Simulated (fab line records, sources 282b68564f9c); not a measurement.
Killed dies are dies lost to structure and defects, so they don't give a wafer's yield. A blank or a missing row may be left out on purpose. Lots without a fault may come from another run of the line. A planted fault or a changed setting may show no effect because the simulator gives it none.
Problem report in the 8D (eight disciplines) form, filled by code | flow rit_cmos | the parts of the form that need people (team, actions taken, sign-off) are left out

1. THE PROBLEM
tube_center_temp_C at RIT_GATE_OXIDATION_05 reads a mean of 895 C on 9 wafers of 3 lots; wafers without a fault read 900 C with a standard deviation of 0.074. That is -67 standard deviations from the usual mean.
The step: target thk 3 nm, ox time 270 s.
First seen on wafer L731.4, day 3 19:31, on furnace-01. The record holds 45 wafers of 15 lots with a number at this step. Rule for "out", or "out of limits": more than 4 standard deviations from the usual mean. The other wafers with a number count as sound.

2. WHAT IT IS AND WHAT IT IS NOT
question                    | is                                         | is not
which readings at this step | tube_center_temp_C, tube_center_temp_C_max | zone_power_centre_pct
which lots                  | L731, L733, L735                           | L726, L727, L728, L730, L732, L734, L739, L741, L742, L743, L746, L747
which wafers of those lots  | all that have a number                     | -
read on which tools         | furnace-01                                 | furnace-03, furnace-04
when                        | from day 3 19:31                           | up to then (12 sound wafers); but 24 sound wafers of L732, L734, L739, L741, L742, L743, L746, L747 came after

3. SUSPECTS, AND WHAT RULES EACH OUT
Counting: a tool at a process step up to the reading stays a suspect if it ran every lot that is out and no sound lot after the first of them.
- furnace-01 at RIT_GATE_OXIDATION_05 (target thk 3 nm, ox time 270 s): ruled out as a lasting fault. Sound lots L747 ran on it after its first lot that is out, L731 (day 3 19:31).
Left after counting: nothing in the record.

4. THE CAUSE (what the simulator had put in)
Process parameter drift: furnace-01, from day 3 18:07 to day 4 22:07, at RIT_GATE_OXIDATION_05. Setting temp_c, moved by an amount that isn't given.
Counting ruled it out, wrongly.

5. THE CHAIN OF EFFECTS, in route order
Each row: a reading whose mean over the struck wafers that have a number lies more than 3 standard deviations from the usual. Only readings for which the record gives a usual standard deviation are gone through. hours: the time from each lot's start at the first step in this table that gives one to its start at this step, as a median over the lots. sigmas: the change in usual standard deviations.
hours | step                  | reading                | usual   | on struck wafers | change | sigmas
0     | RIT_GATE_OXIDATION_05 | spike_tc_centre_C      | 901.0 C | 895.6            | -5.4   | -4.5
0     | RIT_GATE_OXIDATION_05 | spike_tc_source_C      | 925.2 C | 918.9            | -6.3   | -4.2
0     | RIT_GATE_OXIDATION_05 | tube_center_temp_C     | 900 C   | 895              | -5     | -67
0     | RIT_GATE_OXIDATION_05 | tube_center_temp_C_max | 902.3   | 897.4            | -4.9   | -13
The process steps in it:
- RIT_GATE_OXIDATION_05: target thk 3 nm, ox time 270 s.
Later measuring or inspecting steps at which every struck wafer that the step has a row for has a number for every such reading, and none has moved that far: RIT_GATE_THK_MEAS_07.

6. WHAT WOULD HAVE CAUGHT IT SOONER
In this record the first reading out of limits was taken at day 3 19:31, 1 hour after the fault began at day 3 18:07.
